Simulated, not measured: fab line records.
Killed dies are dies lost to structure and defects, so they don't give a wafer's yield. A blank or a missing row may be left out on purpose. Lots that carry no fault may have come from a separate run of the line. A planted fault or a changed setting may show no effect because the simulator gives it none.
Comparing a struck lot with a sound one :: flow rit_cmos :: 44 out of 202 route steps
Sound: wafers L977.2, L977.4, L977.5. Struck: wafers L982.1, L982.3, L982.6. At the end, the cause is stated.
Per side, at each step with rows, come the tool, then ch with its chambers, and then its first start. Under that, the readings that differ: sound wafers :: struck wafers :: difference of the means :: sigmas: that difference in standard deviations of wafers without a fault.
alike: a reading whose means differ by less than 2 such deviations, as well as words and numbers matching on both sides. not compared: withheld readings; readings where some wafer has no value; bounds like >300 that might hide an equal value; numbers whose values overlap and for which the record gives no deviation.
Wherever a step has rows on one side only, a row that says differs or no value, or a row with sigmas, the two part there. When numbers do not overlap yet have no deviation, they are printed without sigmas and do not part them. A reading missing from all wafers of one side parts the sides only when that side holds two or more wafers.

first, 4 steps without rows for these wafers: RIT_PLDD_SOFTBAKE_02 (time 60 s); RIT_PLDD_EXPOSE_03 (exposes mask M8, target cd 40900 nm); RIT_PLDD_PEB_04; RIT_PLDD_DEVELOP_05 (develop time 50 s).
RIT_PLDD_OVL_MEAS_06:
  sound on overlay-01, day 3 20:34; struck on overlay-02, day 4 21:10
  alike: PLDD_OVL
then, 2 steps without rows for these wafers: RIT_PLDD_HARDBAKE_07 (time 60 s); RIT_PLDD_IMPLANT_08.
RIT_PLDD_STRIP_09: strips in O2, time 180 s.
  sound on plasma_asher-01 ch 0,1, day 3 20:53; struck on plasma_asher-03 ch 0,1, day 4 21:31
  alike: chamber_pressure_mTorr, drypump_motor_current_A, o2_flow_sccm
  not compared: rf_hours_counter_h
RIT_PLDD_TW_MEAS_10:
  sound on film_metro-04, day 3 21:04; struck on film_metro-04, day 4 21:41
  alike: PLDD_TW
then, 3 steps without rows for these wafers: RIT_SPACER_CLEAN_00 (cleans in SC1, time 600 s); RIT_SPACER_CLEAN_01 (cleans in dHF, time 30 s); RIT_SPACER_CLEAN_02 (cleans in SC2, time 600 s).
RIT_SPACER_CVD_03: deposits Si3N4 from SiH2Cl2/NH3, target thk 250 nm, time 3300 s.
  sound on lpcvd-01 ch 1, day 3 21:29; struck on lpcvd-01 ch 0, day 4 22:07
reading: zone_power_source_pct (%)
sound: 22.9 22.7 22.9
struck: 19.8 20.3 20.4
difference: -2.7
sigmas: -3

reading: model.Si3N4_of_SPACER_CVD_03.thk_nm (nm)
sound: 250.2 251.6 249.8
struck: 225.2 225.9 225.5
difference: -25.0
sigmas: 
  alike: spike_tc_centre_C, spike_tc_source_C
RIT_SPACER_THK_MEAS_04:
  sound on film_metro-01, day 3 23:25; struck on film_metro-02, day 5 00:59
reading: SPACER_NITRIDE_THK (nm)
sound: 250.3 251.8 249.7
struck: 225.1 226.0 225.5
difference: -25.1
sigmas: -10
RIT_SPACER_ETCHBACK_05: etches Si3N4 in SF6/CHF3, stops on SiO2, target depth 250 nm, time 240 s.
  sound on rie_diel-01 ch 1,3, day 3 23:28; struck on rie_diel-04 ch 0,2,3, day 5 01:02
reading: oes_product_au (a.u.)
sound: 0.842 0.849 0.844
struck: 0.773 0.775 0.796
difference: -0.064
sigmas: -4

reading: model.etch.depth_nm (nm)
sound: 250.2 251.6 249.8
struck: 225.2 225.9 225.5
difference: -25.0
sigmas: 
  alike: chamber_pressure_mTorr, drypump_motor_current_A, throttle_valve_pct
  not compared: rf_hours_counter_h
then, 6 steps without rows for these wafers: RIT_NSD_HMDS_00 (prime time 60 s); RIT_NSD_COAT_01 (resist thk 1000 nm); RIT_NSD_SOFTBAKE_02 (time 60 s); RIT_NSD_EXPOSE_03 (exposes mask M9, target cd 40700 nm); RIT_NSD_PEB_04; RIT_NSD_DEVELOP_05 (develop time 50 s).
RIT_NSD_OVL_MEAS_06:
  sound on overlay-01, day 4 00:43; struck on overlay-02, day 5 02:10
  alike: NSD_OVL
then, 2 steps without rows for these wafers: RIT_NSD_HARDBAKE_07 (time 60 s); RIT_NSD_IMPLANT_08.
RIT_NSD_STRIP_09: strips in O2, time 180 s.
  sound on plasma_asher-03 ch 0,1, day 4 01:03; struck on plasma_asher-03 ch 0,1, day 5 02:30
  alike: chamber_pressure_mTorr, drypump_motor_current_A, o2_flow_sccm
  not compared: rf_hours_counter_h
RIT_NSD_TW_MEAS_10:
  sound on film_metro-03, day 4 01:14; struck on film_metro-03, day 5 02:41
  alike: NSD_TW
then, 6 steps without rows for these wafers: RIT_PSD_HMDS_00 (prime time 60 s); RIT_PSD_COAT_01 (resist thk 1000 nm); RIT_PSD_SOFTBAKE_02 (time 60 s); RIT_PSD_EXPOSE_03 (exposes mask M10, target cd 40900 nm); RIT_PSD_PEB_04; RIT_PSD_DEVELOP_05 (develop time 50 s).
RIT_PSD_OVL_MEAS_06:
  sound on overlay-01, day 4 02:16; struck on overlay-02, day 5 03:43
  alike: PSD_OVL
then, 2 steps without rows for these wafers: RIT_PSD_HARDBAKE_07 (time 60 s); RIT_PSD_IMPLANT_08.
RIT_PSD_STRIP_09: strips in O2, time 180 s.
  sound on plasma_asher-02 ch 0, day 4 02:36; struck on plasma_asher-03 ch 0,1, day 5 04:03
  alike: chamber_pressure_mTorr, drypump_motor_current_A, o2_flow_sccm
  not compared: rf_hours_counter_h
RIT_PSD_TW_MEAS_10:
  sound on film_metro-03, day 4 02:47; struck on film_metro-03, day 5 04:14
  alike: PSD_TW
then, 3 steps without rows for these wafers: RIT_SDANNEAL_CLEAN_00 (cleans in SC1, time 600 s); RIT_SDANNEAL_CLEAN_01 (cleans in dHF, time 30 s); RIT_SDANNEAL_CLEAN_02 (cleans in SC2, time 600 s).
RIT_SDANNEAL_RTA_03: time 5 s.
  sound on rtp_anneal-02 ch 0, day 4 03:13; struck on rtp_anneal-01 ch 0, day 5 04:39
  alike: ramp_up_c_per_s, wafer_temp_C_max
RIT_SDANNEAL_RS_MEAS_04: uses a four-point probe to measure.
  sound on film_metro-03, day 4 03:17; struck on film_metro-01, day 5 04:43
  alike: PSD_RS
RIT_SILICIDE_WET_ETCH_00: etches SiO2 in BOE, target depth 14 nm, time 15 s.
  sound on wet_bench-04 ch 0, day 4 03:44; struck on wet_bench-04 ch 1, day 5 05:11
reading: model.Si3N4_of_SPACER_CVD_03.thk_nm (nm)
sound: 195.6 196 194.6
struck: 175.2 176.2 175
difference: -19.9
sigmas: 
  alike: bath_heat_duty_pct
RIT_M1_PROBE_99:
  sound on prober-02, day 4 11:29; struck on prober-01, day 5 12:08
reading: model.etest.nmos_0p15.r_on_ohm_um
sound: 1118 1121 1136
struck: 1236 1248 1254
difference: +121
sigmas: 

reading: model.etest.nmos_0p3.r_on_ohm_um
sound: 2128 2132 2097
struck: 2262 2267 2289
difference: +154
sigmas: 

reading: model.etest.nplus_sal.width_nm (nm)
sound: 3444 3422 3433
struck: 3485 3486 3504
difference: +59
sigmas: 

reading: model.etest.pplus_sal.width_nm (nm)
sound: 3450 3439 3436
struck: 3501 3478 3504
difference: +53
sigmas: 

reading: model.etest.pwell_pinched.rs_ohm_sq
sound: 449.6 442.6 445.2
struck: 476.6 470.8 478.5
difference: +29.5
sigmas: 

reading: model.etest.nwell_pinched.rs_ohm_sq
sound: 337.6 335.2 335.3
struck: 354 350.7 353.6
difference: +17
sigmas: 

reading: model.etest.diode_pplus_nwell.bv_v (V)
sound: 6.649 6.666 6.66
struck: 6.757 6.807 6.791
difference: +0.127
sigmas: 

reading: model.etest.nmos_0p15.tox_inv_nm (nm)
sound: 4.545 4.561 4.484
struck: 4.427 4.481 4.385
difference: -0.099
sigmas: 
  alike: killed_at_M0_to_M3, killed_at_front_end, killed_dies, killed_open, killed_short

== WHERE THEY PART ==
At RIT_SPACER_CVD_03 first; at RIT_SPACER_ETCHBACK_05 last (within this record only). Later steps at which nothing parts them and some readings are alike: RIT_NSD_OVL_MEAS_06, RIT_NSD_STRIP_09, RIT_NSD_TW_MEAS_10, RIT_PSD_OVL_MEAS_06, RIT_PSD_STRIP_09, RIT_PSD_TW_MEAS_10, RIT_SDANNEAL_RTA_03, RIT_SDANNEAL_RS_MEAS_04, RIT_SILICIDE_WET_ETCH_00, RIT_M1_PROBE_99.

WHY: whatever the simulator had introduced
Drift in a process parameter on lpcvd-01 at RIT_SPACER_CVD_03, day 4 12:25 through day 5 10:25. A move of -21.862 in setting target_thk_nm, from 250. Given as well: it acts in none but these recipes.
